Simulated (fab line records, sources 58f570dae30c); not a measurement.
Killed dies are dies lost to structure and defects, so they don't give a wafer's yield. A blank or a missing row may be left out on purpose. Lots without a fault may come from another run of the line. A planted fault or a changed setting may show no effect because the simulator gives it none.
Problem report in the 8D (eight disciplines) form, filled by code | flow berkeley_cmos170 | the parts of the form that need people (team, actions taken, sign-off) are left out

1. THE PROBLEM
SILICIDE_TI_RS at UCB170_SILICIDE_RS_MEAS_02 reads a mean of 33.4 ohm/sq on 6 wafers of 2 lots; wafers without a fault read 26.2 ohm/sq with a standard deviation of 0.36. That is +20 standard deviations from the usual mean.
The step: measures by four-point-probe.
First seen on wafer L142.1, day 10 17:17, on film_metro-02. The record holds 42 wafers of 14 lots with a number at this step. Rule for "out", or "out of limits": more than 4 standard deviations from the usual mean. The other wafers with a number count as sound.

2. WHAT IT IS AND WHAT IT IS NOT
question                    | is                           | is not
which readings at this step | SILICIDE_TI_RS               | -
which lots                  | L142, L143                   | L131, L132, L133, L134, L135, L136, L137, L147, L148, L150, L151, L154
which wafers of those lots  | all that have a number       | -
read on which gauges        | film_metro-02, film_metro-03 | film_metro-01
when                        | from day 10 17:17            | up to then (21 sound wafers); but 15 sound wafers of L147, L148, L150, L151, L154 came after

3. SUSPECTS, AND WHAT RULES EACH OUT
Counting: a tool at a process step up to the reading stays a suspect if it ran every lot that is out and no sound lot after the first of them.
- the gauge at UCB170_SILICIDE_RS_MEAS_02: ruled out. The wafers that are out were read on 2 gauges (film_metro-02, film_metro-03).
- plasma_asher-01 at UCB170_PSD_STRIP_09 (strips in O2): ruled out as a lasting fault. Sound lots L151, L154 ran on it after its first lot that is out, L142 (day 10 12:55).
- pvd_sputter-03 at UCB170_SILICIDE_SPUTTER_01 (material Ti, target thk 30 nm, time 25 s): kept. It ran every lot that is out, first L142 (day 10 17:15), and no sound lot after that; its last sound lot up to then is L137 (day 9 11:14).
Left after counting: pvd_sputter-03 at UCB170_SILICIDE_SPUTTER_01.

4. THE CAUSE (what the simulator had put in)
Process parameter drift: pvd_sputter-03, from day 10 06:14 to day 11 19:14, at UCB170_SILICIDE_SPUTTER_01. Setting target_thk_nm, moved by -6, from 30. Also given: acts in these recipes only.
Counting left only this tool.

5. THE CHAIN OF EFFECTS, in route order
Each row: a reading whose mean over the struck wafers that have a number lies more than 3 standard deviations from the usual. Only readings for which the record gives a usual standard deviation are gone through. hours: the time from each lot's start at the first step in this table that gives one to its start at this step, as a median over the lots. sigmas: the change in usual standard deviations.
hours | step                        | reading         | usual       | on struck wafers | change | sigmas
0     | UCB170_SILICIDE_RS_MEAS_02  | SILICIDE_TI_RS  | 26.2 ohm/sq | 33.4             | +7.2   | +20
0     | UCB170_SILICIDE_THK_MEAS_03 | SILICIDE_TI_THK | 30.4 nm     | 24.7             | -5.7   | -15

6. WHAT WOULD HAVE CAUGHT IT SOONER
In this record the first reading out of limits at a measuring or inspecting step was taken at day 10 17:17, 11 hours after the fault began at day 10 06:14.
Of the tool readings at UCB170_SILICIDE_SPUTTER_01 for which the record gives a usual standard deviation, none was out on any struck wafer, so an alarm limit of 4 standard deviations on them would not have fired.
Of the lots that are out (2), L143 began UCB170_SILICIDE_SPUTTER_01 on pvd_sputter-03 after day 10 17:17. A hold on the tool at that time would have spared it.
